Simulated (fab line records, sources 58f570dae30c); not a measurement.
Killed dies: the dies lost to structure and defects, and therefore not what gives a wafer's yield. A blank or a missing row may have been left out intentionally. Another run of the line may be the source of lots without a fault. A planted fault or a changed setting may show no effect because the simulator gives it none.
Which tool is to blame? | flow berkeley-cmos170 | 21 wafers from 7 lots sampled at 2 of the route's 331 steps

WHAT THE GAUGES READ, wafer by wafer
UCB170_PLDD_CD_MEAS_06: target cd 1200 nm.
lot  | measured     | on        | cd-nm (nm)
L206 | day 6 16:48  | cd-sem-02 | 1200.0 1197.5 1200.2
L207 | day 6 17:33  | cd-sem-01 | 1201.1 1201.6 1202.3
L214 | day 8 09:10  | cd-sem-02 | - - -
L219 | day 9 19:22  | cd-sem-02 | 1201.2 1200.9 1201.0
L222 | day 9 23:10  | cd-sem-02 | 1199.9 1199.4 1200.7
L224 | day 10 08:22 | cd-sem-01 | 1200.5 1200.6 1200.2
L226 | day 11 11:39 | cd-sem-02 | 1198.6 1198.6 1198.7

WHAT TOOL EACH LOT RAN ON (gives the tool, then ch and the chambers of the sampled wafers, and finally the start)
lot  | UCB170_PLDD_PEB_04
L206 | litho-track-04 ch 0, day 6 16:31
L207 | litho-track-02 ch 0, day 6 17:17
L214 | litho-track-01, day 8 08:54
L219 | litho-track-02 ch 0, day 9 19:06
L222 | litho-track-01 ch 0, day 9 22:54
L224 | litho-track-02 ch 0, day 10 08:05
L226 | litho-track-01 ch 0, day 11 11:23
- UCB170_PLDD_PEB_04

THE ANSWER, worked out from the rows above alone
Rule: the lots themselves supply what counts as usual. Put in order of their means at a reading, lots are off if they are a third of the lots or fewer, leave a main group of 4 or more, and stand apart from it by a gap of 3 or more times the standard deviation of the main group's means; of several such gaps the widest counts. The tables above print the reading to a certain number of digits; a main group whose means all agree to those digits is not used. A lot without any number at a reading at which 4 lots or more have one is off too. All remaining lots with rows at the step are treated as sound.
Off: L214 (UCB170_PLDD_CD_MEAS_06, cd-nm). Without a number there: L214. Mean 1200.2 nm and standard deviation 1 in the main group.
A tool fits if, at a process step before that reading, it ran every lot that is off, and no sound lot after the first of them. Gauges at UCB170_PLDD_CD_MEAS_06: tried the same way as those tools. No candidate that was tried fits.

WHAT WAS PUT IN BY THE SIMULATOR
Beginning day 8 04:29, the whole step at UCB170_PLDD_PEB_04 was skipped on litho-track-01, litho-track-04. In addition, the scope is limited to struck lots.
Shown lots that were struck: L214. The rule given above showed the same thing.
